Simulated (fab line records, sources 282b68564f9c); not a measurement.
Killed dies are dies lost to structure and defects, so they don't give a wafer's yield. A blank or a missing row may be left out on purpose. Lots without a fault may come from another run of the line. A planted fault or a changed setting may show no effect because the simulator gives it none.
fab line records | flow rit_cmos
record lots=6 wafers=18 last_day=7
route steps=202 shown PSD@144 SDANNEAL@153 NSD@158 PLDD@159 NLDD@160 SILICIDE@161 M1@202
lots that met no fault: from a run of the same line without faults
start_h: hours from the record's first day to the start of the lot's first wafer shown | wait_h: hours since the lot's step before | " the same as in the row above | L1.1+2: a row that stands for several wafers | - no value, or no start given | * or withheld: withheld | < > ~ a bound
route shown NAME@n: a module of which the file shows steps, and the number in the route of the first | usual: mean/standard deviation of fault-free wafers | same: alike in all rows | chamber/n: place in a boat | sites: the reading at each site | _std_site: their standard deviation | _edge_site: outer sites' mean less inner sites' | radius_mm: how far each site lies from the wafer's centre | mask NAME#n: copy n | behind: the tool/chamber that last shaped the wafer | hold: why the lot was held/for how many hours/how that ended | device: the transistor (n, p or np) that didn't switch | end of line: the same wafers' tests at the end of the route | a step without rows: its recipe alone | killed: dies lost to structure and defects at the first sort, not the wafer's yield | map: a wafer's dies, x killed, . not, _ none there
set.NAME: the setting as run; set.NAME@STEP: as run at that earlier step | model.NAME: the simulator's own value behind a step, which no gauge read
lots at some steps of the route; a table a step, a row a wafer
services: from which hour (start_h, from the record's first day; less than 0 if before it) a tool's chamber was out of use, for how many hours, and why
## steps
# step RIT_PSD_SOFTBAKE_02
# recipe resist=NOVOLAK temp_c=90 time_s=60
# step RIT_PSD_EXPOSE_03
# recipe mask_id=M10 na=0.57 target_cd_nm=40900 dose_mj=250
# step RIT_PSD_PEB_04
# recipe resist=NOVOLAK temp_c=withheld time_s=withheld
# step RIT_PSD_DEVELOP_05
# recipe resist=NOVOLAK develop_time_s=50 dev_temp_c=23
# step RIT_PSD_OVL_MEAS_06
# usual PSD_OVL=0.4/1.3
# columns lot.wafer tool chamber start_h wait_h PSD_OVL[nm]
L728.2 overlay-01 - 68.52 - -0.1
L728.5 " - " " 0.4
L728.6 " - " " 0.1
L730.1 overlay-01 - 79.73 - 0.0
L730.4 " - " " -0.1
L730.5 " - " " 1.2
L734.2 overlay-01 - 101.26 - 0.7
L734.4 " - " " 0.7
L734.6 " - " " -2.2
L744.1 overlay-02 - 152.31 - -0.8
L744.2 " - " " -1.8
L744.5 " - " " -0.5
L746.3 overlay-01 - 158.86 - -0.1
L746.4 " - " " 1.1
L746.5 " - " " 0.0
L747.2 overlay-01 - 166.62 - 1.8
L747.5 " - " " 1.8
L747.6 " - " " -0.1
# step RIT_PSD_HARDBAKE_07
# recipe resist=NOVOLAK temp_c=140 time_s=60
# step RIT_PSD_IMPLANT_08
# recipe species=BF2 energy_kev=27 dose_cm2=5e+15 tilt_deg=7
# step RIT_PSD_STRIP_09
# recipe chemistry=O2 time_s=180 resist=NOVOLAK platen_temp_c=withheld power_w=500 pressure_mtorr=4000 o2_flow_sccm=4000
# usual drypump_motor_current_A=5.95/0.22
# columns lot.wafer tool chamber start_h wait_h drypump_motor_current_A rf_hours_counter_h
L728.2 plasma_asher-02 1 68.85 0.1 5.82 43
L728.5 " 0 " " 5.87 -
L728.6 " 1 " " 5.82 -
L730.1 plasma_asher-02 0 80.07 0.1 5.85 44
L730.4 " 0 " " 5.83 -
L730.5 " 0 " " 5.84 -
L734.2 plasma_asher-04 0 101.59 0.1 6.40 33
L734.4 " 0 " " 6.38 -
L734.6 " 0 " " 6.39 -
L744.1 plasma_asher-01 1 152.65 0.1 5.73 3
L744.2 " 0 " " 6.30 3
L744.5 " 1 " " 5.77 -
L746.3 plasma_asher-04 0 159.28 0.1 6.36 -
L746.4 " 1 " " 5.85 -
L746.5 " 1 " " 5.87 -
L747.2 plasma_asher-04 0 166.98 0.1 6.35 40
L747.5 " 0 " " 6.37 -
L747.6 " 1 " " 5.85 -
# step RIT_PSD_TW_MEAS_10
# usual PSD_TW=3404/20
# columns lot.wafer tool chamber start_h wait_h PSD_TW
L728.2 film_metro-01 - 69.03 0.1 3412
L728.5 " - " " 3417
L728.6 " - " " 3397
L730.1 film_metro-03 - 80.24 0.1 3368
L730.4 " - " " 3387
L730.5 " - " " 3380
L734.2 film_metro-01 - 101.77 0.1 3439
L734.4 " - " " 3437
L734.6 " - " " 3458
L744.1 film_metro-01 - 152.83 0.1 3392
L744.2 " - " " 3425
L744.5 " - " " 3412
L746.3 film_metro-02 - 159.42 0.1 3433
L746.4 " - " " 3414
L746.5 " - " " 3410
L747.2 film_metro-03 - 167.16 0.1 3366
L747.5 " - " " 3404
L747.6 " - " " 3393
# step RIT_SDANNEAL_CLEAN_00
# recipe chemistry=SC1 mix=3:3:50 time_s=600 temp_c=75.63
# step RIT_SDANNEAL_CLEAN_01
# recipe chemistry=dHF dilution=50:1 time_s=30
# step RIT_SDANNEAL_CLEAN_02
# recipe chemistry=SC2 mix=3:3:50 time_s=600 temp_c=75 dry=n2_spin
# step RIT_SDANNEAL_RTA_03
# recipe temp_c=1050 time_s=5 idle_temp_c=600 ramp_up_c_per_s=342 ramp_down_c_per_s=171 cool_to_c=600 ambient=N2
# usual wafer_temp_C_max=1053.4/1.3
# columns lot.wafer tool chamber start_h wait_h wafer_temp_C_max
L728.2 rtp_anneal-02 0 69.46 0.0 1055.5
L728.5 " 0 " " 1052.7
L728.6 " 0 " " 1052.1
L730.1 rtp_anneal-02 0 80.69 0.0 1051.8
L730.4 " 0 " " 1054.5
L730.5 " 0 " " 1052.3
L734.2 rtp_anneal-02 0 102.23 0.0 1054.0
L734.4 " 0 " " 1054.2
L734.6 " 0 " " 1054.0
L744.1 rtp_anneal-02 0 153.25 0.0 1053.2
L744.2 " 0 " " 1052.3
L744.5 " 0 " " 1054.2
L746.3 rtp_anneal-02 0 159.85 0.0 1053.5
L746.4 " 0 " " 1056.0
L746.5 " 0 " " 1054.1
L747.2 rtp_anneal-01 0 167.59 0.0 1052.9
L747.5 " 0 " " 1052.8
L747.6 " 0 " " 1056.6
# step RIT_SDANNEAL_RS_MEAS_04
# recipe thk_meas_gauge=four-point-probe
# usual PSD_RS=115.9/0.31
# columns lot.wafer tool chamber start_h wait_h PSD_RS[ohm/sq]
L728.2 film_metro-03 - 69.53 0.1 116.4
L728.5 " - " " 116.1
L728.6 " - " " 116.4
L730.1 film_metro-02 - 80.74 0.0 116.4
L730.4 " - " " 116.1
L730.5 " - " " 115.9
L734.2 film_metro-03 - 102.30 0.1 116.2
L734.4 " - " " 116.0
L734.6 " - " " 116.2
L744.1 film_metro-03 - 153.31 - 72.8
L744.2 " - " " 72.9
L744.5 " - " " 73.0
L746.3 film_metro-01 - 159.93 - 72.9
L746.4 " - " " 72.9
L746.5 " - " " 72.9
L747.2 film_metro-02 - 167.66 0.1 115.8
L747.5 " - " " 116.0
L747.6 " - " " 115.6
# step RIT_SDANNEAL_RS_MEAS_05
# recipe thk_meas_gauge=four-point-probe
# usual NSD_RS=84.5/0.31
# columns lot.wafer tool chamber start_h wait_h NSD_RS[ohm/sq]
L728.2 film_metro-03 - 69.65 0.1 84.5
L728.5 " - " " 84.5
L728.6 " - " " 84.5
L730.1 film_metro-02 - 80.86 0.1 84.2
L730.4 " - " " 84.2
L730.5 " - " " 84.1
L734.2 film_metro-03 - 102.42 0.1 84.5
L734.4 " - " " 84.3
L734.6 " - " " 84.4
L744.1 film_metro-03 - 153.43 0.1 76.8
L744.2 " - " " 77.4
L744.5 " - " " 77.3
L746.3 film_metro-01 - 160.05 0.1 77.4
L746.4 " - " " 77.4
L746.5 " - " " 77.3
L747.2 film_metro-02 - 167.78 0.1 84.5
L747.5 " - " " 84.9
L747.6 " - " " 84.3
# step RIT_SDANNEAL_RS_MEAS_06
# recipe thk_meas_gauge=four-point-probe
# usual PLDD_RS=178.7/0.5
# columns lot.wafer tool chamber start_h wait_h PLDD_RS[ohm/sq]
L728.2 film_metro-03 - 69.77 0.1 179.3
L728.5 " - " " 180.0
L728.6 " - " " 179.5
L730.1 film_metro-02 - 80.98 0.1 178.7
L730.4 " - " " 178.9
L730.5 " - " " 178.4
L734.2 film_metro-03 - 102.54 0.1 178.6
L734.4 " - " " 179.2
L734.6 " - " " 178.7
L744.1 film_metro-03 - 153.55 0.1 141.8
L744.2 " - " " 141.3
L744.5 " - " " 141.5
L746.3 film_metro-01 - 160.17 0.1 140.8
L746.4 " - " " 141.8
L746.5 " - " " 141.8
L747.2 film_metro-02 - 167.90 0.1 178.9
L747.5 " - " " 178.6
L747.6 " - " " 178.8
# step RIT_SDANNEAL_RS_MEAS_07
# recipe thk_meas_gauge=four-point-probe
# usual NLDD_RS=149.8/0.54
# columns lot.wafer tool chamber start_h wait_h NLDD_RS[ohm/sq]
L728.2 film_metro-03 - 69.89 0.1 149.4
L728.5 " - " " 149.9
L728.6 " - " " 149.6
L730.1 film_metro-02 - 81.10 0.1 149.6
L730.4 " - " " 149.2
L730.5 " - " " 149.8
L734.2 film_metro-03 - 102.66 0.1 149.7
L734.4 " - " " 149.9
L734.6 " - " " 149.6
L744.1 film_metro-03 - 153.67 0.1 142.3
L744.2 " - " " 142.3
L744.5 " - " " 142.7
L746.3 film_metro-01 - 160.29 0.1 140.7
L746.4 " - " " 140.6
L746.5 " - " " 140.3
L747.2 film_metro-02 - 168.02 0.1 149.4
L747.5 " - " " 150.1
L747.6 " - " " 149.3
# step RIT_SILICIDE_WET_ETCH_00
# recipe chemistry=BOE target=SiO2 target_depth_nm=14 time_s=15.32 dry=n2_spin dilution=10:1 temp_c=21.5
# step RIT_M1_PROBE_99
# usual killed_at_contacts=0.1/0.31 killed_at_front_end=7/3.3 killed_dies=7/3.3 killed_open=3.4/2.2 killed_short=3.5/2
# same gross_dies=264 killed_at_M0_to_M3=0 killed_at_M4_up=0 killed_at_back_side=0 killed_at_other=0
# columns lot.wafer tool chamber start_h wait_h killed_at_contacts killed_at_front_end killed_dies killed_open killed_short
L728.2 prober-01 - 77.16 0.1 0 6 6 5 1
L728.5 prober-01 - 77.31 0.2 0 6 6 5 1
L728.6 prober-01 - 77.36 0.2 0 11 11 4 7
L730.1 prober-01 - 88.25 0.1 0 9 9 7 2
L730.4 prober-01 - 88.40 0.2 0 4 4 3 1
L730.5 prober-01 - 88.45 0.2 0 8 8 2 6
L734.2 prober-01 - 110.04 0.1 0 4 4 3 1
L734.4 prober-01 - 110.14 0.2 0 14 14 7 7
L734.6 prober-01 - 110.24 0.2 0 9 9 4 5
L744.1 prober-01 - 160.69 0.1 1 8 9 4 5
L744.2 prober-01 - 160.74 0.1 0 5 5 3 2
L744.5 prober-01 - 160.89 0.2 0 5 5 3 2
L746.3 prober-01 - 167.27 0.2 0 6 6 2 4
L746.4 prober-01 - 167.32 0.2 2 6 8 4 4
L746.5 prober-01 - 167.37 0.2 0 4 4 2 2
L747.2 prober-02 - 175.68 0.1 1 6 7 4 3
L747.5 prober-02 - 175.83 0.2 0 7 7 4 3
L747.6 prober-02 - 175.88 0.2 0 10 10 6 4
# killed by level:class
L728.2 SPACER:geometric_particle:open=3 GATE:geometric_particle:open=2 SILICIDE:geometric_particle:short=1
L728.5 GATE:geometric_particle:open=5 GATE:geometric_particle:short=1
L728.6 GATE:geometric_particle:short=5 SILICIDE:geometric_particle:short=2 GATE:geometric_particle:open=2 FOX2:geometric_particle:open=1 SILICIDE:geometric_particle:open=1
L730.1 FOX2:geometric_particle:open=4 GATE:geometric_particle:open=2 FOX1:geometric_particle:short=1 GATE:geometric_particle:short=1 SPACER:geometric_particle:open=1
L730.4 GATE:geometric_particle:open=2 FOX1:geometric_particle:short=1 FOX1:geometric_particle:open=1
L730.5 FOX1:geometric_particle:short=2 REOX:geometric_particle:short=2 SILICIDE:geometric_particle:short=2 FOX1:geometric_particle:open=1 SILICIDE:geometric_particle:open=1
L734.2 FOX1:geometric_particle:open=1 FOX2:geometric_particle:open=1 GATE:geometric_particle:open=1 REOX:geometric_particle:short=1
L734.4 SILICIDE:geometric_particle:open=3 SILICIDE:geometric_particle:short=3 GATE:geometric_particle:open=2 SPACER:geometric_particle:short=2 FOX1:geometric_particle:short=1 FOX2:geometric_particle:open=1 GATE:geometric_particle:short=1 SPACER:geometric_particle:open=1
L734.6 GATE:geometric_particle:open=3 SILICIDE:geometric_particle:short=3 FOX1:geometric_particle:short=2 SPACER:geometric_particle:open=1
L744.1 FOX2:geometric_particle:open=2 FOX1:geometric_particle:short=1 GATE:geometric_particle:open=1 REOX:geometric_particle:short=1 REOX:geometric_particle:open=1 SPACER:geometric_particle:short=1 SILICIDE:geometric_particle:short=1 CONTACT:geometric_particle:short=1
L744.2 FOX1:geometric_particle:open=1 GATE:geometric_particle:open=1 GATE:geometric_particle:short=1 REOX:geometric_particle:open=1 SILICIDE:geometric_particle:short=1
L744.5 FOX1:geometric_particle:open=1 FOX1:geometric_particle:short=1 GATE:geometric_particle:open=1 SPACER:geometric_particle:open=1 SILICIDE:geometric_particle:short=1
L746.3 GATE:geometric_particle:short=2 GATE:geometric_particle:open=2 FOX1:geometric_particle:short=1 SILICIDE:geometric_particle:short=1
L746.4 GATE:geometric_particle:short=3 REOX:geometric_particle:open=2 CONTACT:geometric_particle:open=2 ACTIVE:geometric_particle:short=1
L746.5 GATE:geometric_particle:open=1 GATE:geometric_particle:short=1 SILICIDE:geometric_particle:short=1 SILICIDE:geometric_particle:open=1
L747.2 REOX:geometric_particle:open=1 GATE:geometric_particle:short=1 REOX:geometric_particle:short=1 SPACER:geometric_particle:open=1 SILICIDE:geometric_particle:open=1 SILICIDE:geometric_particle:short=1 CONTACT:geometric_particle:open=1
L747.5 GATE:geometric_particle:short=2 REOX:geometric_particle:open=2 FOX1:geometric_particle:open=1 GATE:geometric_particle:open=1 SILICIDE:geometric_particle:short=1
L747.6 GATE:geometric_particle:open=2 SILICIDE:geometric_particle:short=2 SILICIDE:geometric_particle:open=2 FOX1:geometric_particle:open=1 FOX1:geometric_particle:short=1 GATE:geometric_particle:short=1 REOX:geometric_particle:open=1
## services
# columns tool chamber start_h hours kind
plasma_asher-01 - 46.03 5.1 repair
plasma_asher-02 - 51.44 2.8 pm
plasma_asher-01 - 105.73 12.0 repair
plasma_asher-01 - 117.71 9.0 pm
plasma_asher-01 0 117.71 9.0 vent_cycle
plasma_asher-01 1 117.71 9.0 vent_cycle
plasma_asher-01 0 126.71 - clean
plasma_asher-01 1 126.71 - clean
## key
first_sign step=RIT_SDANNEAL_RS_MEAS_04 reading=PSD_RS direction=down sigmas=99+ usual=115.9 struck=72.9
effect step=RIT_SDANNEAL_RS_MEAS_05 reading=NSD_RS direction=down sigmas=24 usual=84.5 struck=77.3
effect step=RIT_SDANNEAL_RS_MEAS_06 reading=PLDD_RS direction=down sigmas=75 usual=178.7 struck=141.5
effect step=RIT_SDANNEAL_RS_MEAS_07 reading=NLDD_RS direction=down sigmas=15 usual=149.8 struck=141.5
met_at RIT_SDANNEAL_RTA_03
struck_wafers L744.1,L744.2,L744.5,L746.3,L746.4,L746.5
tester_left_out L744,L746
onset_between 102.23 153.25
fault kind=process_parameter_drift tool=rtp_anneal-02 chamber=- onset_h=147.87 steps=RIT_SDANNEAL_RTA_03 channel=time_s offset=* shape=step end_h=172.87 acts_in=* stated=*
# tester_left_out: of these lots the tester's yield and bins aren't shown, on N5 and GAA mostly nor the transistor test; their killed dies are dies lost to structure and defects alone, not to doping, threshold or leakage, so they don't give the yield
